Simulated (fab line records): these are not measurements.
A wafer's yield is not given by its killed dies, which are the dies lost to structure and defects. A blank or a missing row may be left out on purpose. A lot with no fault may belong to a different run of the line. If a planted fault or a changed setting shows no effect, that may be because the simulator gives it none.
Matching of chambers ; flow berkeleyCmos170 ; UCB170_GATE_ETCH_15 on rieSi-02: 4 sister chambers
The step etches poly-Si in HBr/Cl2, stops on SiO2, time 56.3 s, target depth 278.2 nm. 7 wafers are shown with their chamber, then 7 later ones without.

## WAFERS, EACH WITH ITS CHAMBER
wafer;chamber;throttleValvePct (%);drypumpMotorCurrentA (A)
L710.2;2;26.74;5.1
L709.5;1;26.67;5.1
L713.2;0;26.30;6.0
L713.4;3;26.46;5.4
L713.5;0;26.30;6.0
L712.1;3;26.44;5.5
L712.4;1;26.67;5.2

## WAFERS WITHOUT THEIR CHAMBER
wafer;throttleValvePct (%);drypumpMotorCurrentA (A)
L712.6;26.76;5.1
L727.1;26.77;5.1
L727.2;26.43;5.5
L727.5;26.46;5.4
L729.3;26.45;5.4
L729.4;26.77;5.1
L729.5;26.30;6.0

## CHAMBER TAKEN BY EACH
wafer;from the rows above;in truth
L712.6;2;2
L727.1;2;2
L727.2;3;3
L727.5;3;3
L729.3;3;3
L729.4;2;2
L729.5;0;0
Correct placement for 7 of the 7. Can't be placed from these rows: 0. 0 placed wrongly.
How it was worked out, from the rows above alone: a wafer's distance from a chamber is the root of the sum, over the readings, of the square of ((its reading less the chamber's mean) divided by the reading's scatter). If the next closest chamber is less than 2 further off than the closest, the wafer can't be placed; otherwise it belongs to the closest. Each chamber's mean is taken over the wafers shown for it. The scatter: the root of (the sum of the squares of (reading less its chamber's mean) over the shown wafers, divided by (wafers less chambers)).
